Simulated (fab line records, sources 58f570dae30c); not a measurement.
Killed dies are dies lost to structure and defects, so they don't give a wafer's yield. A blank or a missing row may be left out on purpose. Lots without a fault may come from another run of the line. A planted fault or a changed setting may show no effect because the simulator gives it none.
Problem report in the 8D (eight disciplines) form, filled by code | flow berkeley_cmos170 | the parts of the form that need people (team, actions taken, sign-off) are left out

1. THE PROBLEM
run_length_s at UCB170_M1_METAL_ETCH_12 reads a mean of 149.2 s on 2 wafers of 2 lots; wafers without a fault read 158.2 s with a standard deviation of 0.73. That is -12 standard deviations from the usual mean.
The step: etches Al in Cl2/BCl3, stops on PSG, target depth 780 nm, time 130 s.
First seen on wafer L193.4, day 9 14:46, on rie_metal-03. The record holds 42 wafers of 14 lots with a number at this step. Rule for "out", or "out of limits": more than 4 standard deviations from the usual mean. The other wafers with a number count as sound.

2. WHAT IT IS AND WHAT IT IS NOT
question                    | is                           | is not
which readings at this step | run_length_s, oes_product_au | drypump_motor_current_A, he_backside_leak_sccm, throttle_valve_pct
which lots                  | L193, L195                   | L186, L188, L189, L191, L196, L199, L200, L203, L204, L205, L206, L207
which wafers of those lots  | L193.4, L195.5               | L193.3, L193.5, L195.1, L195.3
read on which tools         | rie_metal-03                 | rie_metal-01, rie_metal-02
when                        | from day 9 14:46             | up to then (14 sound wafers); but 26 sound wafers of L195, L196, L199, L200, L203, L204, L205, L206, L207 came after

3. SUSPECTS, AND WHAT RULES EACH OUT
Counting: a tool at a process step up to the reading stays a suspect if it ran every lot that is out. Sound lots after the first of them don't rule it out here, since some wafers of a struck lot are sound.
- rie_metal-03 at UCB170_M1_METAL_ETCH_12 (etches Al in Cl2/BCl3, stops on PSG, target depth 780 nm, time 130 s): kept. It ran every lot that is out, first L193 (day 9 14:46); its last sound lot up to then is L191 (day 9 05:32). Its own readings are out on those wafers: oes_product_au, run_length_s.
- Within rie_metal-03 at UCB170_M1_METAL_ETCH_12: the wafers that are out ran in chamber 1; their sound lot-mates ran in chamber 0.
Left after counting: rie_metal-03 at UCB170_M1_METAL_ETCH_12.

4. THE CAUSE (what the simulator had put in)
Process parameter drift: rie_metal-03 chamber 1, from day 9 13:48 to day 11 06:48, at UCB170_M1_METAL_ETCH_12. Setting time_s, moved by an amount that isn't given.
Counting left only this tool.

5. THE CHAIN OF EFFECTS, in route order
Each row: a reading whose mean over the struck wafers that have a number lies more than 3 standard deviations from the usual. Only readings for which the record gives a usual standard deviation are gone through. hours: the time from each lot's start at the first step in this table that gives one to its start at this step, as a median over the lots. sigmas: the change in usual standard deviations.
hours | step                    | reading        | usual      | on struck wafers | change | sigmas
0     | UCB170_M1_METAL_ETCH_12 | oes_product_au | 0.852 a.u. | 0.919            | +0.067 | +5.6
0     | UCB170_M1_METAL_ETCH_12 | run_length_s   | 158.2 s    | 149.2            | -9.0   | -12
The process steps in it:
- UCB170_M1_METAL_ETCH_12: etches Al in Cl2/BCl3, stops on PSG, target depth 780 nm, time 130 s.
Later measuring or inspecting steps at which every struck wafer that the step has a row for has a number for every such reading, and none has moved that far: UCB170_V1_CD_MEAS_12.

6. WHAT WOULD HAVE CAUGHT IT SOONER
In this record the first reading out of limits was taken at day 9 14:46, 1 hour after the fault began at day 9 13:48.
